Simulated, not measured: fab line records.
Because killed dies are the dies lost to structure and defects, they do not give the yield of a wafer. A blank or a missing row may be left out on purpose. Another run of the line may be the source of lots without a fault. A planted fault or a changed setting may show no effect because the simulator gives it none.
fab line records / flow berkeley-cmos170 / part 2 of 2: steps 27 to 36 of 36
[record] lots = 5 wafers = 15 last-day = 12
route steps=331 shown M1@253 V1@254 M2@271
lots with no fault: from the same line, run without faults
start-h: start of the lot's first displayed wafer, in hours after the record's first day / wait-h: hours elapsed since this lot's preceding step / " identical to the entry in the row above / L1.1+2: a row that stands for several wafers / - no value, or no start was given / * or withheld: withheld / < > ~ a bound
route shown NAME@n: names a module that has steps shown in the file, with the first one's number in the route / usual: average and standard deviation across the fault-free wafers / same: alike in all rows / chamber/n: place in a boat / sites: readings site by site / _std_site: standard deviation of those values / _edge_site: outer sites' mean less inner sites' / radius-mm: for every site, how far away it sits from the centre of the wafer / mask NAME#n: copy n / behind: the most recent tool/chamber to have shaped the wafer / hold: what put the lot on hold/how long, in hours/how the hold closed / device: names the non-switching transistor (n, p or np) / end of line: tests of these same wafers at the route's end / a step with no rows: only its recipe / killed: dies lost to structure and defects at the first sort, not the wafer's yield / map: shows each die of a wafer: x if killed, . if not, _ if none is there
set.NAME: the run value of the setting; set.NAME@STEP: its run value at that earlier step / model.NAME: the simulator's own value behind a step, which no gauge read
certain route steps with their lots: each step a table, each wafer a row
services: when a tool's chamber went out of use (start-h, in hours from the record's first day, below 0 if earlier), for how many hours, and the reason
[[steps]]
[step UCB170_M2_STRIP_08]
[recipe] chemistry = DMSO temp-c = 80 time-s = 600 material = KrF
lot.wafer=L083.1+4+5 tool=wet-bench-04 chamber=1 start-h=200.06 wait-h=0.1
lot.wafer=L086.2+4+6 tool=wet-bench-01 chamber=2 start-h=231.59 wait-h=0.1
lot.wafer=L091.1+2+4 tool=wet-bench-01 chamber=2 start-h=244.07 wait-h=0.1
lot.wafer=L093.1+3+6 tool=wet-bench-04 chamber=3 start-h=257.65 wait-h=0.1
lot.wafer=L097.2+3+6 tool=wet-bench-01 chamber=2 start-h=270.05 wait-h=0.1
[step UCB170_M2_COAT_09]
[recipe] resist = BARC temp-c = withheld time-s = withheld spin-rpm = 3000 resist-thk-nm = withheld
[usual] chill-plate-temp-C = *
lot.wafer=L083.1 tool=litho-track-03 chamber=0 start-h=200.64 wait-h=0.4 chill-plate-temp-C=*
lot.wafer=L083.4 tool=litho-track-03 chamber=0 start-h=200.64 wait-h=0.4 chill-plate-temp-C=*
lot.wafer=L083.5 tool=litho-track-03 chamber=0 start-h=200.64 wait-h=0.4 chill-plate-temp-C=*
lot.wafer=L086.2 tool=litho-track-01 chamber=0 start-h=232.54 wait-h=0.6 chill-plate-temp-C=*
lot.wafer=L086.4 tool=litho-track-01 chamber=0 start-h=232.54 wait-h=0.6 chill-plate-temp-C=*
lot.wafer=L086.6 tool=litho-track-01 chamber=0 start-h=232.54 wait-h=0.6 chill-plate-temp-C=*
lot.wafer=L091.1 tool=litho-track-01 chamber=0 start-h=244.59 wait-h=0.3 chill-plate-temp-C=*
lot.wafer=L091.2 tool=litho-track-01 chamber=0 start-h=244.59 wait-h=0.3 chill-plate-temp-C=*
lot.wafer=L091.4 tool=litho-track-01 chamber=0 start-h=244.59 wait-h=0.3 chill-plate-temp-C=*
lot.wafer=L093.1 tool=litho-track-01 chamber=0 start-h=257.83 wait-h=0.0 chill-plate-temp-C=*
lot.wafer=L093.3 tool=litho-track-01 chamber=0 start-h=257.83 wait-h=0.0 chill-plate-temp-C=*
lot.wafer=L093.6 tool=litho-track-01 chamber=0 start-h=257.83 wait-h=0.0 chill-plate-temp-C=*
lot.wafer=L097.2 tool=litho-track-03 chamber=0 start-h=270.43 wait-h=0.0 chill-plate-temp-C=*
lot.wafer=L097.3 tool=litho-track-03 chamber=0 start-h=270.43 wait-h=0.0 chill-plate-temp-C=*
lot.wafer=L097.6 tool=litho-track-03 chamber=0 start-h=270.43 wait-h=0.0 chill-plate-temp-C=*
[step UCB170_M2_COAT_10]
[recipe] resist = KrF spin-rpm = 1500 resist-thk-nm = 900
[usual] chill-plate-temp-C = 22.99/0.11
lot.wafer=L083.1 tool=litho-track-03 chamber=0 start-h=- wait-h=- chill-plate-temp-C=22.90
lot.wafer=L083.4 tool=litho-track-03 chamber=0 start-h=- wait-h=- chill-plate-temp-C=23.10
lot.wafer=L083.5 tool=litho-track-03 chamber=0 start-h=- wait-h=- chill-plate-temp-C=22.88
lot.wafer=L086.2 tool=litho-track-01 chamber=0 start-h=- wait-h=- chill-plate-temp-C=23.05
lot.wafer=L086.4 tool=litho-track-01 chamber=0 start-h=- wait-h=- chill-plate-temp-C=22.82
lot.wafer=L086.6 tool=litho-track-01 chamber=0 start-h=- wait-h=- chill-plate-temp-C=22.88
lot.wafer=L091.1 tool=litho-track-01 chamber=0 start-h=- wait-h=- chill-plate-temp-C=22.89
lot.wafer=L091.2 tool=litho-track-01 chamber=0 start-h=- wait-h=- chill-plate-temp-C=22.89
lot.wafer=L091.4 tool=litho-track-01 chamber=0 start-h=- wait-h=- chill-plate-temp-C=23.19
lot.wafer=L093.1 tool=litho-track-01 chamber=0 start-h=- wait-h=- chill-plate-temp-C=23.06
lot.wafer=L093.3 tool=litho-track-01 chamber=0 start-h=- wait-h=- chill-plate-temp-C=22.95
lot.wafer=L093.6 tool=litho-track-01 chamber=0 start-h=- wait-h=- chill-plate-temp-C=22.81
lot.wafer=L097.2 tool=litho-track-03 chamber=0 start-h=- wait-h=- chill-plate-temp-C=23.13
lot.wafer=L097.3 tool=litho-track-03 chamber=0 start-h=- wait-h=- chill-plate-temp-C=22.90
lot.wafer=L097.6 tool=litho-track-03 chamber=0 start-h=- wait-h=- chill-plate-temp-C=22.88
[step UCB170_M2_SOFTBAKE_11]
[recipe] resist = KrF temp-c = 130 time-s = 60
[usual] chill-plate-temp-C = 23.00/0.11 heater-power-total-W = 56.80/0.052
lot.wafer=L083.1 tool=litho-track-03 chamber=0 start-h=- wait-h=- chill-plate-temp-C=23.20 heater-power-total-W=56.86
lot.wafer=L083.4 tool=litho-track-03 chamber=0 start-h=- wait-h=- chill-plate-temp-C=23.21 heater-power-total-W=56.88
lot.wafer=L083.5 tool=litho-track-03 chamber=0 start-h=- wait-h=- chill-plate-temp-C=23.16 heater-power-total-W=56.81
lot.wafer=L086.2 tool=litho-track-01 chamber=0 start-h=- wait-h=- chill-plate-temp-C=23.07 heater-power-total-W=56.82
lot.wafer=L086.4 tool=litho-track-01 chamber=0 start-h=- wait-h=- chill-plate-temp-C=23.05 heater-power-total-W=56.79
lot.wafer=L086.6 tool=litho-track-01 chamber=0 start-h=- wait-h=- chill-plate-temp-C=23.05 heater-power-total-W=56.78
lot.wafer=L091.1 tool=litho-track-01 chamber=0 start-h=- wait-h=- chill-plate-temp-C=22.95 heater-power-total-W=56.83
lot.wafer=L091.2 tool=litho-track-01 chamber=0 start-h=- wait-h=- chill-plate-temp-C=22.92 heater-power-total-W=56.77
lot.wafer=L091.4 tool=litho-track-01 chamber=0 start-h=- wait-h=- chill-plate-temp-C=22.93 heater-power-total-W=56.78
lot.wafer=L093.1 tool=litho-track-01 chamber=0 start-h=- wait-h=- chill-plate-temp-C=22.90 heater-power-total-W=56.75
lot.wafer=L093.3 tool=litho-track-01 chamber=0 start-h=- wait-h=- chill-plate-temp-C=23.06 heater-power-total-W=56.78
lot.wafer=L093.6 tool=litho-track-01 chamber=0 start-h=- wait-h=- chill-plate-temp-C=22.92 heater-power-total-W=56.81
lot.wafer=L097.2 tool=litho-track-03 chamber=0 start-h=- wait-h=- chill-plate-temp-C=22.99 heater-power-total-W=56.83
lot.wafer=L097.3 tool=litho-track-03 chamber=0 start-h=- wait-h=- chill-plate-temp-C=22.99 heater-power-total-W=56.75
lot.wafer=L097.6 tool=litho-track-03 chamber=0 start-h=- wait-h=- chill-plate-temp-C=22.98 heater-power-total-W=56.80
[step UCB170_M2_EXPOSE_12]
[recipe] mask-id = METAL2 target-cd-nm = 700 na = 0.5 sigma-outer = 0.6 source-shape = conventional dose-mj = 26.51
[same] na = 0.5 sigma-outer = 0.6
lot.wafer=L083.1+4+5 tool=krf-scanner-01 chamber=0 start-h=201.09 wait-h=- mask=METAL2#0
lot.wafer=L086.2+4+6 tool=krf-scanner-02 chamber=0 start-h=233.23 wait-h=- mask=METAL2#0
lot.wafer=L091.1+2+4 tool=krf-scanner-01 chamber=0 start-h=245.16 wait-h=- mask=METAL2#0
lot.wafer=L093.1+3+6 tool=krf-scanner-02 chamber=0 start-h=258.40 wait-h=- mask=METAL2#0
lot.wafer=L097.2+3+6 tool=krf-scanner-02 chamber=0 start-h=270.87 wait-h=- mask=METAL2#0
[step UCB170_M2_PEB_13]
[recipe] peb-temp-c = 130 peb-time-s = withheld resist = KrF
[usual] chill-plate-temp-C = 22.99/0.11 heater-power-total-W = 56.80/0.042
lot.wafer=L083.1 tool=litho-track-03 chamber=0 start-h=201.20 wait-h=0.1 chill-plate-temp-C=22.87 heater-power-total-W=56.76
lot.wafer=L083.4 tool=litho-track-03 chamber=0 start-h=201.20 wait-h=0.1 chill-plate-temp-C=22.86 heater-power-total-W=56.80
lot.wafer=L083.5 tool=litho-track-03 chamber=0 start-h=201.20 wait-h=0.1 chill-plate-temp-C=22.96 heater-power-total-W=56.83
lot.wafer=L086.2 tool=litho-track-01 chamber=0 start-h=233.54 wait-h=0.3 chill-plate-temp-C=23.05 heater-power-total-W=56.74
lot.wafer=L086.4 tool=litho-track-01 chamber=0 start-h=233.54 wait-h=0.3 chill-plate-temp-C=23.13 heater-power-total-W=56.75
lot.wafer=L086.6 tool=litho-track-01 chamber=0 start-h=233.54 wait-h=0.3 chill-plate-temp-C=22.95 heater-power-total-W=56.82
lot.wafer=L091.1 tool=litho-track-01 chamber=0 start-h=245.28 wait-h=0.1 chill-plate-temp-C=22.94 heater-power-total-W=56.78
lot.wafer=L091.2 tool=litho-track-01 chamber=0 start-h=245.28 wait-h=0.1 chill-plate-temp-C=23.06 heater-power-total-W=56.76
lot.wafer=L091.4 tool=litho-track-01 chamber=0 start-h=245.28 wait-h=0.1 chill-plate-temp-C=23.18 heater-power-total-W=56.80
lot.wafer=L093.1 tool=litho-track-01 chamber=0 start-h=258.52 wait-h=0.1 chill-plate-temp-C=23.02 heater-power-total-W=56.78
lot.wafer=L093.3 tool=litho-track-01 chamber=0 start-h=258.52 wait-h=0.1 chill-plate-temp-C=23.07 heater-power-total-W=56.80
lot.wafer=L093.6 tool=litho-track-01 chamber=0 start-h=258.52 wait-h=0.1 chill-plate-temp-C=22.82 heater-power-total-W=56.80
lot.wafer=L097.2 tool=litho-track-04 chamber=0 start-h=271.68 wait-h=0.8 chill-plate-temp-C=22.80 heater-power-total-W=56.82
lot.wafer=L097.3 tool=litho-track-04 chamber=0 start-h=271.68 wait-h=0.8 chill-plate-temp-C=22.96 heater-power-total-W=56.74
lot.wafer=L097.6 tool=litho-track-04 chamber=0 start-h=271.68 wait-h=0.8 chill-plate-temp-C=22.91 heater-power-total-W=56.80
[step UCB170_M2_DEVELOP_14]
[recipe] developer = TMAH develop-time-s = 45 resist = KrF dev-temp-c = 21
[usual] chill-plate-temp-C = 22.97/0.1
lot.wafer=L083.1 tool=litho-track-03 chamber=0 start-h=- wait-h=- chill-plate-temp-C=22.92
lot.wafer=L083.4 tool=litho-track-03 chamber=0 start-h=- wait-h=- chill-plate-temp-C=22.88
lot.wafer=L083.5 tool=litho-track-03 chamber=0 start-h=- wait-h=- chill-plate-temp-C=22.98
lot.wafer=L086.2 tool=litho-track-01 chamber=0 start-h=- wait-h=- chill-plate-temp-C=23.01
lot.wafer=L086.4 tool=litho-track-01 chamber=0 start-h=- wait-h=- chill-plate-temp-C=22.85
lot.wafer=L086.6 tool=litho-track-01 chamber=0 start-h=- wait-h=- chill-plate-temp-C=23.11
lot.wafer=L091.1 tool=litho-track-01 chamber=0 start-h=- wait-h=- chill-plate-temp-C=23.00
lot.wafer=L091.2 tool=litho-track-01 chamber=0 start-h=- wait-h=- chill-plate-temp-C=23.23
lot.wafer=L091.4 tool=litho-track-01 chamber=0 start-h=- wait-h=- chill-plate-temp-C=22.93
lot.wafer=L093.1 tool=litho-track-01 chamber=0 start-h=- wait-h=- chill-plate-temp-C=22.99
lot.wafer=L093.3 tool=litho-track-01 chamber=0 start-h=- wait-h=- chill-plate-temp-C=22.90
lot.wafer=L093.6 tool=litho-track-01 chamber=0 start-h=- wait-h=- chill-plate-temp-C=23.03
lot.wafer=L097.2 tool=litho-track-04 chamber=0 start-h=- wait-h=- chill-plate-temp-C=22.77
lot.wafer=L097.3 tool=litho-track-04 chamber=0 start-h=- wait-h=- chill-plate-temp-C=23.06
lot.wafer=L097.6 tool=litho-track-04 chamber=0 start-h=- wait-h=- chill-plate-temp-C=22.94
[step UCB170_M2_CD_MEAS_15]
[recipe] target-cd-nm = 700
[usual] cd-nm = 700.2/1.1
lot.wafer=L083.1 tool=cd-sem-01 chamber=- start-h=201.48 wait-h=- cd-nm=699.3
lot.wafer=L083.4 tool=cd-sem-01 chamber=- start-h=201.48 wait-h=- cd-nm=698.9
lot.wafer=L083.5 tool=cd-sem-01 chamber=- start-h=201.48 wait-h=- cd-nm=699.7
lot.wafer=L086.2 tool=cd-sem-02 chamber=- start-h=233.81 wait-h=- cd-nm=700.1
lot.wafer=L086.4 tool=cd-sem-02 chamber=- start-h=233.81 wait-h=- cd-nm=702.2
lot.wafer=L086.6 tool=cd-sem-02 chamber=- start-h=233.81 wait-h=- cd-nm=701.8
lot.wafer=L091.1 tool=cd-sem-02 chamber=- start-h=245.64 wait-h=- cd-nm=700.0
lot.wafer=L091.2 tool=cd-sem-02 chamber=- start-h=245.64 wait-h=- cd-nm=700.4
lot.wafer=L091.4 tool=cd-sem-02 chamber=- start-h=245.64 wait-h=- cd-nm=702.3
lot.wafer=L093.1 tool=cd-sem-02 chamber=- start-h=258.79 wait-h=- cd-nm=698.7
lot.wafer=L093.3 tool=cd-sem-02 chamber=- start-h=258.79 wait-h=- cd-nm=700.4
lot.wafer=L093.6 tool=cd-sem-02 chamber=- start-h=258.79 wait-h=- cd-nm=700.6
lot.wafer=L097.2 tool=cd-sem-02 chamber=- start-h=271.95 wait-h=- cd-nm=700.5
lot.wafer=L097.3 tool=cd-sem-02 chamber=- start-h=271.95 wait-h=- cd-nm=700.0
lot.wafer=L097.6 tool=cd-sem-02 chamber=- start-h=271.95 wait-h=- cd-nm=701.1
[step UCB170_M2_OVL_MEAS_16]
[usual] M2_OVL = 4/5.2
lot.wafer=L083.1 tool=overlay-01 chamber=- start-h=201.60 wait-h=0.1 M2_OVL[nm]=-2
lot.wafer=L083.4 tool=overlay-01 chamber=- start-h=201.60 wait-h=0.1 M2_OVL[nm]=2
lot.wafer=L083.5 tool=overlay-01 chamber=- start-h=201.60 wait-h=0.1 M2_OVL[nm]=10
lot.wafer=L086.2 tool=overlay-02 chamber=- start-h=233.92 wait-h=0.1 M2_OVL[nm]=10
lot.wafer=L086.4 tool=overlay-02 chamber=- start-h=233.92 wait-h=0.1 M2_OVL[nm]=13
lot.wafer=L086.6 tool=overlay-02 chamber=- start-h=233.92 wait-h=0.1 M2_OVL[nm]=10
lot.wafer=L091.1 tool=overlay-01 chamber=- start-h=245.76 wait-h=0.1 M2_OVL[nm]=1
lot.wafer=L091.2 tool=overlay-01 chamber=- start-h=245.76 wait-h=0.1 M2_OVL[nm]=-4
lot.wafer=L091.4 tool=overlay-01 chamber=- start-h=245.76 wait-h=0.1 M2_OVL[nm]=-2
lot.wafer=L093.1 tool=overlay-01 chamber=- start-h=258.91 wait-h=0.1 M2_OVL[nm]=9
lot.wafer=L093.3 tool=overlay-01 chamber=- start-h=258.91 wait-h=0.1 M2_OVL[nm]=1
lot.wafer=L093.6 tool=overlay-01 chamber=- start-h=258.91 wait-h=0.1 M2_OVL[nm]=-4
lot.wafer=L097.2 tool=overlay-02 chamber=- start-h=272.05 wait-h=0.1 M2_OVL[nm]=9
lot.wafer=L097.3 tool=overlay-02 chamber=- start-h=272.05 wait-h=0.1 M2_OVL[nm]=4
lot.wafer=L097.6 tool=overlay-02 chamber=- start-h=272.05 wait-h=0.1 M2_OVL[nm]=5
[step UCB170_M2_ETCH_17]
[recipe] chemistry = N2/H2 target-depth-a = withheld overetch-a = withheld target = BARC time-s = withheld source-w = 500 bias-w = 100 pressure-mtorr = 30 n2-flow-sccm = 100 h2-flow-sccm = 200
[usual] drypump-motor-current-A = 5.9/0.34 oes-product-au = 1.004/0.017 throttle-valve-pct = 13.26/0.25
lot.wafer=L083.1 tool=rie-diel-01 chamber=2 start-h=201.64 wait-h=0.0 drypump-motor-current-A=5.5 oes-product-au=1.017 throttle-valve-pct=13.19
lot.wafer=L083.4 tool=rie-diel-01 chamber=1 start-h=201.64 wait-h=0.0 drypump-motor-current-A=6.2 oes-product-au=1.002 throttle-valve-pct=13.20
lot.wafer=L083.5 tool=rie-diel-01 chamber=1 start-h=201.64 wait-h=0.0 drypump-motor-current-A=6.2 oes-product-au=0.996 throttle-valve-pct=13.20
lot.wafer=L086.2 tool=rie-diel-03 chamber=0 start-h=233.95 wait-h=0.0 drypump-motor-current-A=5.8 oes-product-au=1.013 throttle-valve-pct=13.61
lot.wafer=L086.4 tool=rie-diel-03 chamber=0 start-h=233.95 wait-h=0.0 drypump-motor-current-A=5.8 oes-product-au=1.010 throttle-valve-pct=13.60
lot.wafer=L086.6 tool=rie-diel-03 chamber=2 start-h=233.95 wait-h=0.0 drypump-motor-current-A=6.3 oes-product-au=1.011 throttle-valve-pct=13.07
lot.wafer=L091.1 tool=rie-diel-03 chamber=2 start-h=245.79 wait-h=0.0 drypump-motor-current-A=6.3 oes-product-au=1.015 throttle-valve-pct=13.06
lot.wafer=L091.2 tool=rie-diel-03 chamber=3 start-h=245.79 wait-h=0.0 drypump-motor-current-A=6.3 oes-product-au=0.991 throttle-valve-pct=13.11
lot.wafer=L091.4 tool=rie-diel-03 chamber=3 start-h=245.79 wait-h=0.0 drypump-motor-current-A=6.3 oes-product-au=0.996 throttle-valve-pct=13.08
lot.wafer=L093.1 tool=rie-diel-01 chamber=2 start-h=258.95 wait-h=0.0 drypump-motor-current-A=5.5 oes-product-au=1.024 throttle-valve-pct=13.17
lot.wafer=L093.3 tool=rie-diel-01 chamber=0 start-h=258.95 wait-h=0.0 drypump-motor-current-A=5.9 oes-product-au=1.016 throttle-valve-pct=13.35
lot.wafer=L093.6 tool=rie-diel-01 chamber=3 start-h=258.95 wait-h=0.0 drypump-motor-current-A=6.0 oes-product-au=1.008 throttle-valve-pct=13.39
lot.wafer=L097.2 tool=rie-diel-01 chamber=2 start-h=272.08 wait-h=0.0 drypump-motor-current-A=5.5 oes-product-au=1.016 throttle-valve-pct=13.16
lot.wafer=L097.3 tool=rie-diel-01 chamber=1 start-h=272.08 wait-h=0.0 drypump-motor-current-A=6.2 oes-product-au=1.011 throttle-valve-pct=13.20
lot.wafer=L097.6 tool=rie-diel-01 chamber=1 start-h=272.08 wait-h=0.0 drypump-motor-current-A=6.2 oes-product-au=1.021 throttle-valve-pct=13.19
[[services]]
tool=rie-diel-01 chamber=0 start-h=176.66 hours=2.3 kind=repair
tool=rie-diel-02 chamber=3 start-h=177.17 hours=8.4 kind=repair
tool=plasma-asher-02 chamber=- start-h=177.31 hours=14.6 kind=pm
tool=krf-scanner-01 chamber=- start-h=179.89 hours=1.0 kind=pm
tool=rie-diel-03 chamber=- start-h=179.98 hours=0.2 kind=repair
tool=rie-diel-01 chamber=0 start-h=181.02 hours=4.1 kind=repair
tool=plasma-asher-01 chamber=- start-h=181.24 hours=4.2 kind=repair
tool=cmp-02 chamber=- start-h=182.53 hours=2.5 kind=repair
tool=rie-diel-03 chamber=- start-h=184.42 hours=0.3 kind=repair
tool=krf-scanner-02 chamber=- start-h=186.48 hours=1.3 kind=pm
tool=rie-diel-02 chamber=0 start-h=189.04 hours=50.2 kind=repair
tool=cmp-01 chamber=- start-h=190.46 hours=4.5 kind=pm
tool=plasma-asher-03 chamber=- start-h=193.10 hours=0.9 kind=repair
tool=pecvd-03 chamber=1 start-h=197.76 hours=18.3 kind=repair
tool=cmp-02 chamber=- start-h=205.55 hours=11.4 kind=pm
tool=furnace-03 chamber=- start-h=213.27 hours=11.6 kind=pm
tool=cmp-01 chamber=- start-h=214.03 hours=4.4 kind=repair
tool=plasma-asher-01 chamber=- start-h=214.13 hours=1.8 kind=repair
tool=cmp-01 chamber=- start-h=219.90 hours=1.0 kind=repair
tool=plasma-asher-02 chamber=- start-h=228.35 hours=25.9 kind=pm
tool=cmp-02 chamber=- start-h=232.00 hours=4.0 kind=pm
tool=krf-scanner-02 chamber=- start-h=260.72 hours=1.0 kind=pm
tool=krf-scanner-01 chamber=- start-h=261.77 hours=0.8 kind=pm
tool=krf-scanner-02 chamber=- start-h=266.32 hours=0.8 kind=pm
